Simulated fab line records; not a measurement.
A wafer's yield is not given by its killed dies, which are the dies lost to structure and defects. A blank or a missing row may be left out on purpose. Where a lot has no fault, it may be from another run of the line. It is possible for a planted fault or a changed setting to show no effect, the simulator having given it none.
Problem report in the 8D (eight disciplines) form, filled by code / flow ritCmos / the parts of the form that need people (team, actions taken, sign-off) are left out

1. PROBLEM STATEMENT
SPACER_NITRIDE_THK at RIT_SPACER_THK_MEAS_04 reads a mean of 415.3 nm on 3 wafers of 1 lot; wafers without a fault read 249.9 nm with a standard deviation of 2.1. Measured from the usual mean, that is +79 standard deviations.
First observed at day 5 00:05: wafer L152.1, on filmMetro-02. The record holds 39 wafers of 13 lots with a number at this step. Rule for "out", or "out of limits": more than 4 standard deviations from the usual mean. The rest of the wafers with a number are treated as sound.

2. WHAT THIS IS AND IS NOT
question=which readings at this step | is=SPACER_NITRIDE_THK | is not=-
question=which lots | is=L152 | is not=L143, L144, L145, L146, L148, L149, L155, L156, L157, L158, L159, L160
question=which wafers of those lots | is=all that have a number | is not=-
question=read on which gauges | is=filmMetro-02 | is not=filmMetro-01, filmMetro-04
question=when | is=from day 5 00:05 | is not=up to then (18 sound wafers); but 18 sound wafers of L155, L156, L157, L158, L159, L160 came after

3. THE SUSPECTS, EACH WITH WHAT RULES IT OUT
Counting: a tool at any process step up to the reading remains a suspect when it ran all the lots that are out and ran no sound lot after the first of those.
- the gauge at RIT_SPACER_THK_MEAS_04 has been ruled out. All the wafers that are out were read on filmMetro-02, but those of them that RIT_SPACER_CVD_03 has rows for are out there too, on other tools.
- lpcvd-02 at RIT_SPACER_CVD_03 (deposits Si3N4 from SiH2Cl2/NH3, target thk 250 nm, time 3300 s): ruled out as a lasting fault. Sound lots L155 ran on it after its first lot that is out, L152 (day 4 21:12).
Left after counting: nothing in the record.

4. THE CAUSE (what the simulator had put in)
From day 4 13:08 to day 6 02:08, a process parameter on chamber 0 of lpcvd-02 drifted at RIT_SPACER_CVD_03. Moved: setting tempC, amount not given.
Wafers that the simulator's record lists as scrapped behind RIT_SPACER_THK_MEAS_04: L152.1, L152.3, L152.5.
Counting ruled it out, wrongly: the rule takes a fault to strike every lot that its tool runs from its start on, and this one did not.

5. SEQUENCE OF EFFECTS, ordered by route
Each row: a reading where the mean over the struck wafers with a number is more than 3 standard deviations away from the usual. Only readings for which the record gives a usual standard deviation are gone through. hours: the time from each lot's start at the first step in this table that gives one to its start at this step, as a median over the lots. sigmas: the change in usual standard deviations.
hours=0; step=RIT_SPACER_CVD_03; reading=spikeTcCentreC; usual=811.5 C; on struck wafers=856.2; change=+44.7; sigmas=+41
hours=0; step=RIT_SPACER_CVD_03; reading=spikeTcLoadC; usual=835.2 C; on struck wafers=881.7; change=+46.5; sigmas=+23
hours=0; step=RIT_SPACER_CVD_03; reading=spikeTcSourceC; usual=833 C; on struck wafers=880; change=+47; sigmas=+13
hours=0; step=RIT_SPACER_CVD_03; reading=susceptorTempC; usual=810.0 C; on struck wafers=854.9; change=+44.9; sigmas=+99 or more
hours=3; step=RIT_SPACER_THK_MEAS_04; reading=SPACER_NITRIDE_THK; usual=249.9 nm; on struck wafers=415.3; change=+165.4; sigmas=+79
The process steps in it:
- RIT_SPACER_CVD_03: deposits Si3N4 from SiH2Cl2/NH3, target thk 250 nm, time 3300 s.

6. WHAT WOULD HAVE CAUGHT IT SOONER
In this record the first reading out of limits at a measuring or inspecting step was taken at day 5 00:05, 11 hours after the fault began at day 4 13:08.
Tool's own readings at RIT_SPACER_CVD_03, spikeTcCentreC, spikeTcLoadC, spikeTcSourceC, susceptorTempC: out on all struck wafers the step has rows for; an alarm limit on them would have tripped on the first.
